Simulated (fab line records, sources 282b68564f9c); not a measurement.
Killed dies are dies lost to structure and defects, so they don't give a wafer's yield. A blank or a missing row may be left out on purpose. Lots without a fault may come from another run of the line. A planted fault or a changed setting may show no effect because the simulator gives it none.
Split-lot experiment | flow rit_cmos | 5 lots, 23 wafers read, on a route of 202 steps

THE SPLIT
At RIT_ACTIVE_COAT_06 (resist thk 1000 nm), the setting spin_rpm was moved away from the recipe's 3250 rpm on 7 of the 23 wafers read, by -3.3% to +2.7%. The other wafers ran this setting at the recipe's value.

FROM THE SPLIT TO THE READING: what the file shows between them, 4 steps
- RIT_ACTIVE_EXPOSE_08: exposes mask M1, target cd 1400 nm (also split here: dose_mj)
- RIT_ACTIVE_PEB_09
- RIT_ACTIVE_DEVELOP_10: develop time 50 s
- RIT_ACTIVE_CD_MEAS_11: target cd 1400 nm

THE READING
NOVOLAK_of_ACTIVE_COAT_06.thk_nm (the simulator's own value, which no gauge read), in nm, at RIT_ACTIVE_HARDBAKE_12 (time 60 s). The file gives no usual value for it. The 16 wafers here that ran the recipe average 884.1 nm, standard deviation 1.9 nm.

wafer  | tool, chamber at the split | spin_rpm as run, rpm | against the recipe | NOVOLAK_of_ACTIVE_COAT_06.thk_nm, nm | against lot-mates on the recipe
L074.1 | litho_track-04, 0          | 3250                 | recipe             | 884.6                                | -
L074.3 | litho_track-04, 0          | 3250                 | recipe             | 882.7                                | -
L074.5 | litho_track-04, 0          | 3250                 | recipe             | 884.3                                | -
L075.1 | litho_track-02, 0          | 3143                 | -3.3%              | 900.7                                | +15.5
L075.2 | litho_track-02, 0          | 3250                 | recipe             | 885.1                                | -
L075.3 | litho_track-02, 0          | 3143                 | -3.3%              | 896.8                                | +11.6
L075.4 | litho_track-02, 0          | 3143                 | -3.3%              | 898.9                                | +13.7
L075.6 | litho_track-02, 0          | 3250                 | recipe             | 885.2                                | -
L080.1 | litho_track-02, 0          | 3339                 | +2.7%              | 870.2                                | -11.4
L080.2 | litho_track-02, 0          | 3250                 | recipe             | 883.5                                | -
L080.3 | litho_track-02, 0          | 3250                 | recipe             | 881.4                                | -
L080.4 | litho_track-02, 0          | 3250                 | recipe             | 880                                  | -
L080.5 | litho_track-02, 0          | 3339                 | +2.7%              | 869.5                                | -12.1
L082.1 | litho_track-01, 0          | 3250                 | recipe             | 886.7                                | -
L082.2 | litho_track-01, 0          | 3250                 | recipe             | 882.4                                | -
L082.3 | litho_track-01, 0          | 3250                 | recipe             | 885.4                                | -
L082.4 | litho_track-01, 0          | 3250                 | recipe             | 885.3                                | -
L082.5 | litho_track-01, 0          | 3250                 | recipe             | 887.7                                | -
L085.2 | litho_track-02, 0          | 3250                 | recipe             | 883.9                                | -
L085.3 | litho_track-02, 0          | 3180                 | -2.2%              | 892.6                                | +8.6
L085.4 | litho_track-02, 0          | 3250                 | recipe             | 883.1                                | -
L085.5 | litho_track-02, 0          | 3180                 | -2.2%              | 892.2                                | +8.2
L085.6 | litho_track-02, 0          | 3250                 | recipe             | 885.1                                | -

THE FIT
A straight line over all 23 wafers: NOVOLAK_of_ACTIVE_COAT_06.thk_nm changes by -4.61 nm for each +1% of spin_rpm; r = -0.97; the points scatter about the line by 1.9 nm.
The same after taking each lot's own level away (the mean of its wafers on the recipe; 23 wafers): -4.16 nm for each +1%; r = -0.98; scatter 1.3 nm.
On that fit, the largest move of spin_rpm shifts the reading by 14 nm.
The lots' own levels span 881.63 to 885.50 nm, that is 2.1 times the standard deviation above.
So the lot-to-lot level changes the slope: the two fits differ.
Check: with one of the wafers moved furthest among these (-3.3%) left out of the fit, the line predicts +13.1 nm for it against its lot-mates. It came out at +15.5 nm against them.

OTHER SPLITS ON THESE WAFERS
These wafers also went through other splits before the reading. Each is held against what the fit with the lots' levels taken away leaves over:
other split on the same wafers | wafers away from the commonest value | r with NOVOLAK_of_ACTIVE_COAT_06.thk_nm (lot level and that fit taken away)
RIT_ACTIVE_EXPOSE_08 dose_mj   | 10                                   | -0.19

THE WHOLE CHAIN: every reading that the file lists as answering this split, in the file's order
step                   | what it does       | reading                                                                           | change (the file's fit)              | r (the file's)
RIT_ACTIVE_COAT_06     | resist thk 1000 nm | NOVOLAK_of_ACTIVE_COAT_06.thk_nm (the simulator's own value, which no gauge read) | -4.73 nm for each +1% of the setting | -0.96
RIT_ACTIVE_HARDBAKE_12 | time 60 s          | NOVOLAK_of_ACTIVE_COAT_06.thk_nm (the simulator's own value, which no gauge read) | -4.14 nm for each +1% of the setting | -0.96

THE FILE'S OWN FIT
NOVOLAK_of_ACTIVE_COAT_06.thk_nm changes by -4.14 nm for each +1% of spin_rpm, r = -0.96.
